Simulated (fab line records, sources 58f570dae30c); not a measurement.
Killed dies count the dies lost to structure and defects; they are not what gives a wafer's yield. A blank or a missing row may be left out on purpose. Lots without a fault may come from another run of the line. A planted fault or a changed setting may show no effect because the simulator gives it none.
A struck lot beside a sound one -- flow berkeley cmos170 -- 15 out of 331 route steps
Sound: these wafers, L876.1, L876.3, L876.5. Struck: wafers L886.1, L886.2, L886.6. The cause is named last.
Order at every step that has rows: each side's tool, ch and its chambers, its first start. Under that, the readings that differ: sound wafers -- struck wafers -- difference of the means -- sigmas: that difference in standard deviations of wafers without a fault.
alike: words and numbers the same on both sides, and readings whose means are apart by under 2 such deviations; not compared: readings that were withheld, readings missing a value for some wafer, numbers with overlapping values and no deviation given by the record, and bounds like >300 which may hide the same value.
A row with sigmas, a row that says differs or no value, or rows on one side alone: a step with any of these is where the two part. Non-overlapping numbers with no deviation appear without sigmas and do not part them. Lack of a reading on every wafer of one side parts them only where that side has two or more wafers.

UCB170_CONTACT_STRIP_06: strips in O2.
  sound on plasma asher-04 ch 0,1, day 6 23:36; struck on plasma asher-04 ch 0,1, day 8 23:13
  alike: drypump motor current A, oes product au, strip time to endpoint s
  not compared: rf hours counter h
then, 1 step without rows for these wafers: UCB170_CONTACT_CLEAN_07 (cleans in SPM, time 600 s).
UCB170_CONTACT_RTA_08: time 10 s.
  sound on rtp anneal-02 ch 0, day 6 23:53; struck on rtp anneal-02 ch 0, day 8 23:29
  alike: lamp power pct, wafer_temp_C_max
then, 6 steps without rows for these wafers: UCB170_CONTACT_COAT_09; UCB170_CONTACT_COAT_10 (resist thk 900 nm); UCB170_CONTACT_SOFTBAKE_11 (time 60 s); UCB170_CONTACT_EXPOSE_12 (exposes mask CONT, target cd 700 nm); UCB170_CONTACT_PEB_13; UCB170_CONTACT_DEVELOP_14 (develop time 45 s).
UCB170_CONTACT_CD_MEAS_15: target cd 700 nm.
  sound on cd sem-02 at day 7 01:17; struck on cd sem-01 at day 9 00:49
  alike: cd nm
UCB170_CONTACT_OVL_MEAS_16:
  sound on overlay-01 at day 7 01:25; struck on overlay-01 at day 9 00:56
  alike: CONTACT_OVL
UCB170_CONTACT_ETCH_17: etches BARC in N2/H2.
  sound on rie diel-04 ch 0,3, day 7 01:26; struck on rie diel-03 ch 1,3, day 9 00:58
  alike: drypump motor current A, oes product au, rf fwd power W, throttle valve pct
UCB170_CONTACT_ETCH_18: etches PSG in CHF3/CF4/Ar, stops on TiSi2, target depth 840 nm, time 195 s.
  sound on rie diel-04 ch 0,3, day 7 01:00; struck on rie diel-03 ch 1,3, day 9 01:00
reading,sound,struck,difference,sigmas
oes product au (a.u.),0.920 0.897 0.892,0.989 1.020 0.994,+0.098,+8
rf fwd power W (W),699.3 695.8 694.8,- - -,no value on the struck wafers,
run length s (s),223.0 223.3 223.5,194.2 194.5 194.1,-29.0,-66
model.KrF_of_CONTACT_COAT_10.thk nm (nm),692.1 692 689.7,721.9 724.3 720.6,+31.0,
  alike: CHF3_flow_sccm, drypump motor current A, throttle valve pct
  not compared: rf hours counter h
UCB170_CONTACT_STRIP_19: strips in O2.
  sound on plasma asher-04 ch 0,1, day 7 01:37; struck on plasma asher-04 ch 0,1, day 9 01:08
  alike: drypump motor current A, oes product au
  not compared: rf hours counter h
UCB170_M3_PROBE_99:
  sound on prober-02 at day 7 19:52; struck on prober-01 at day 9 23:44
reading,sound,struck,difference,sigmas
model.etest.antenna contact.vt shift v (V),-0.006395 -0.0073 -0.007732,0.001198 -0.004495 -0.001453,+0.005559,

WHERE THEY PART
Within this record, at UCB170_CONTACT_ETCH_18 only. Later steps at which nothing parts them and some readings are alike: UCB170_CONTACT_STRIP_19.

WHY: whatever the simulator had introduced
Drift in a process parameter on rie diel-03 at UCB170_CONTACT_ETCH_18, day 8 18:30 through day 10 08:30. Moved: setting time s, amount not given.
